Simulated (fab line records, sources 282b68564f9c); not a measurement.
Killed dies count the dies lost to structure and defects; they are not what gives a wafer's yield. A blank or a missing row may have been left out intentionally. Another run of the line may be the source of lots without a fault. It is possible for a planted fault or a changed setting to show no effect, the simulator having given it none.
Struck lot and sound lot, side by side ; flow rit_cmos ; 42 out of 202 route steps
Sound: wafers L595.4, L595.5, L595.6. Struck: wafer L605.1 (left out: L605.4, L605.6 of the same lot, which were not struck); the cause appears at the end.
At each step with rows: each side's tool, then ch and its chambers, then its first start. Under that, the readings that differ: sound wafers ; struck wafers ; difference of the means ; sigmas: that difference in standard deviations of wafers without a fault.
alike: a reading whose means differ by less than 2 such deviations, as well as words and numbers matching on both sides. not compared: withheld readings; readings where some wafer has no value; bounds like >300 that might hide an equal value; numbers whose values overlap and for which the record gives no deviation.
Wherever a step has rows on one side only, a row that says differs or no value, or a row with sigmas, the two part there. Numbers that don't overlap but have no deviation are shown without sigmas and don't part them. A reading missing from all wafers of one side parts the sides only when that side holds two or more wafers.

RIT_SDANNEAL_RTA_03: time 5 s.
  sound on rtp_anneal-01 ch 0, day 5 11:29; struck on rtp_anneal-01 ch 0, day 7 12:56
  alike: wafer_temp_C_max
RIT_SDANNEAL_RS_MEAS_04: measures by four-point-probe.
  sound: film_metro-03 at day 5 11:34; struck: film_metro-03 at day 7 13:00
  alike: PSD_RS
RIT_SDANNEAL_RS_MEAS_05: measures by four-point-probe.
  sound: film_metro-03 at day 5 11:41; struck: film_metro-03 at day 7 13:07
  alike: NSD_RS
RIT_SDANNEAL_RS_MEAS_06: measures by four-point-probe.
  sound: film_metro-03 at day 5 11:49; struck: film_metro-03 at day 7 13:14
  alike: PLDD_RS
RIT_SDANNEAL_RS_MEAS_07: measures by four-point-probe.
  sound: film_metro-03 at day 5 11:56; struck: film_metro-03 at day 7 13:22
  alike: NLDD_RS
then, 1 step without rows for these wafers: RIT_SILICIDE_WET_ETCH_00 (etches SiO2 in BOE, target depth 14 nm, time 15 s).
RIT_SILICIDE_SPUTTER_01: material Ti, target thk 30 nm, time 240 s.
  sound: pvd_sputter-03 at day 5 12:00; struck: pvd_sputter-04 at day 7 13:29
  alike: throttle_valve_pct
RIT_SILICIDE_RS_MEAS_02: measures by four-point-probe.
  sound: film_metro-04 at day 5 12:13; struck: film_metro-02 at day 7 13:38
  alike: SILICIDE_TI_RS
RIT_SILICIDE_THK_MEAS_03: measures by xrf.
  sound: film_metro-04 at day 5 12:18; struck: film_metro-02 at day 7 13:46
  alike: SILICIDE_TI_THK
then, 2 steps without rows for these wafers: RIT_SILICIDE_RTA_04 (time 10 s, ramp up 5 s, ramp down 5 s); RIT_SILICIDE_WET_ETCH_05 (etches Ti in SPM, time 120 s).
RIT_SILICIDE_RTA_06: time 10 s, ramp up 5 s, ramp down 10 s.
  sound on rtp_anneal-01 ch 0, day 5 12:31; struck on rtp_anneal-01 ch 0, day 7 13:56
  alike: wafer_temp_C_max
RIT_CONTACT_CVD_00: deposits SiO2 from TEOS, target thk 400 nm, time 61 s.
  sound on pecvd-04 ch 0,1,2, day 5 12:35; struck on pecvd-03 ch 1, day 7 14:00
reading;sound;struck;difference;sigmas
model.SiO2_of_CONTACT_CVD_00.thk_nm (nm);405.4 404.2 407.8;210.5;-195.3;
  alike: heater_power_w
RIT_CONTACT_THK_MEAS_01:
  sound: film_metro-03 at day 5 12:38; struck: film_metro-04 at day 7 14:17
reading;sound;struck;difference;sigmas
CONTACT_TEOS_THK (nm);405 404 408;211;-195;-40
  not compared: hold
then, 5 steps without rows for these wafers: RIT_CONTACT_COAT_03 (resist thk 1000 nm); RIT_CONTACT_SOFTBAKE_04 (time 60 s); RIT_CONTACT_EXPOSE_05 (exposes mask M11, target cd 1000 nm); RIT_CONTACT_PEB_06; RIT_CONTACT_DEVELOP_07 (develop time 120 s).
RIT_CONTACT_CD_MEAS_08: target cd 1000 nm.
  sound: cd_sem-02 at day 5 13:49; struck: cd_sem-01 at day 7 17:04
  alike: cd_nm
RIT_CONTACT_OVL_MEAS_09:
  sound: overlay-02 at day 5 13:53; struck: overlay-02 at day 7 17:11
  alike: CONTACT_OVL
then, 1 step without rows for these wafers: RIT_CONTACT_HARDBAKE_10 (time 60 s).
RIT_CONTACT_ETCH_11: etches SiO2 in CHF3/CF4/Ar, stops on TiSi2, target depth 480 nm, time 320 s.
  sound on rie_diel-03 ch 0,2,3, day 5 14:10; struck on rie_diel-04 ch 1, day 7 17:22
reading;sound;struck;difference;sigmas
rf_hours_counter_h (h);- - -;41;no value on the sound wafers;
model.etch.depth_nm (nm);405.4 404.2 407.8;210.5;-195.3;
model.CONTACT.feature_depth_nm (nm);405.4 404.2 407.8;210.5;-195.3;
  alike: drypump_motor_current_A, oes_product_au, throttle_valve_pct
RIT_CONTACT_STRIP_12: strips in O2, time 180 s.
  sound on plasma_asher-03 ch 0,1, day 5 14:19; struck on plasma_asher-01 ch 0, day 7 17:34
reading;sound;struck;difference;sigmas
drypump_motor_current_A (A);6.32 6.30 5.95;5.57;-0.62;-3
rf_hours_counter_h (h);- - -;5;no value on the sound wafers;
RIT_CONTACT_CD_MEAS_90: target cd 1000 nm.
  sound: cd_sem-01 at day 5 14:29; struck: cd_sem-02 at day 7 17:44
  alike: cd_nm
then, 2 steps without rows for these wafers: RIT_CONTACT_CLEAN_13 (cleans in SC1, time 600 s); RIT_CONTACT_CLEAN_14 (cleans in SC2, time 600 s).
RIT_M1_SPUTTER_00: material Al, target thk 400 nm, time 500 s.
  sound: pvd_sputter-01 at day 5 14:55; struck: pvd_sputter-02 at day 7 18:13
  alike: throttle_valve_pct
RIT_M1_RS_MEAS_01: measures by four-point-probe.
  sound: film_metro-02 at day 5 15:16; struck: film_metro-02 at day 7 18:34
  alike: M1_AL_RS
RIT_M1_THK_MEAS_02: measures by xrf.
  sound: film_metro-02 at day 5 15:22; struck: film_metro-02 at day 7 18:41
  alike: M1_AL_THK
then, 6 steps without rows for these wafers: RIT_M1_HMDS_03 (prime time 60 s); RIT_M1_COAT_04 (resist thk 1300 nm); RIT_M1_SOFTBAKE_05 (time 60 s); RIT_M1_EXPOSE_06 (exposes mask M12, target cd 2600 nm); RIT_M1_PEB_07; RIT_M1_DEVELOP_08 (develop time 68 s).
RIT_M1_CD_MEAS_09: target cd 2600 nm.
  sound: cd_sem-02 at day 5 16:27; struck: cd_sem-01 at day 7 20:25
reading;sound;struck;difference;sigmas
cd_nm (nm);2603.1 2602.7 2600.4;2598.3;-3.8;-2
RIT_M1_OVL_MEAS_10:
  sound: overlay-01 at day 5 16:32; struck: overlay-02 at day 7 20:32
  alike: M1_OVL
then, 1 step without rows for these wafers: RIT_M1_HARDBAKE_11 (time 120 s).
RIT_M1_METAL_ETCH_12: etches Al in Cl2/BCl3, stops on SiO2, time 165 s, target depth 600 nm.
  sound on rie_metal-02 ch 0,1, day 5 16:51; struck on rie_metal-03 ch 0, day 7 20:50
reading;sound;struck;difference;sigmas
rf_hours_counter_h (h);- - -;0;no value on the sound wafers;
throttle_valve_pct (%);8.12 8.14 8.20;8.41;+0.26;+3
model.SiO2_of_CONTACT_CVD_00.thk_nm (nm);369.2 367.7 370.5;173.8;-195.3;
  alike: drypump_motor_current_A, he_backside_leak_sccm, oes_product_au
then, 1 step without rows for these wafers: RIT_M1_STRIP_13 (strips in nmp, time 600 s).
RIT_M1_PROBE_99:
  only the struck wafers here have rows in the record (prober-02, day 7 23:05); the sound ones have none

## WHERE THEY PART
At RIT_CONTACT_THK_MEAS_01 first; at RIT_M1_PROBE_99 last (within this record only).

WHY: what the simulator had put in
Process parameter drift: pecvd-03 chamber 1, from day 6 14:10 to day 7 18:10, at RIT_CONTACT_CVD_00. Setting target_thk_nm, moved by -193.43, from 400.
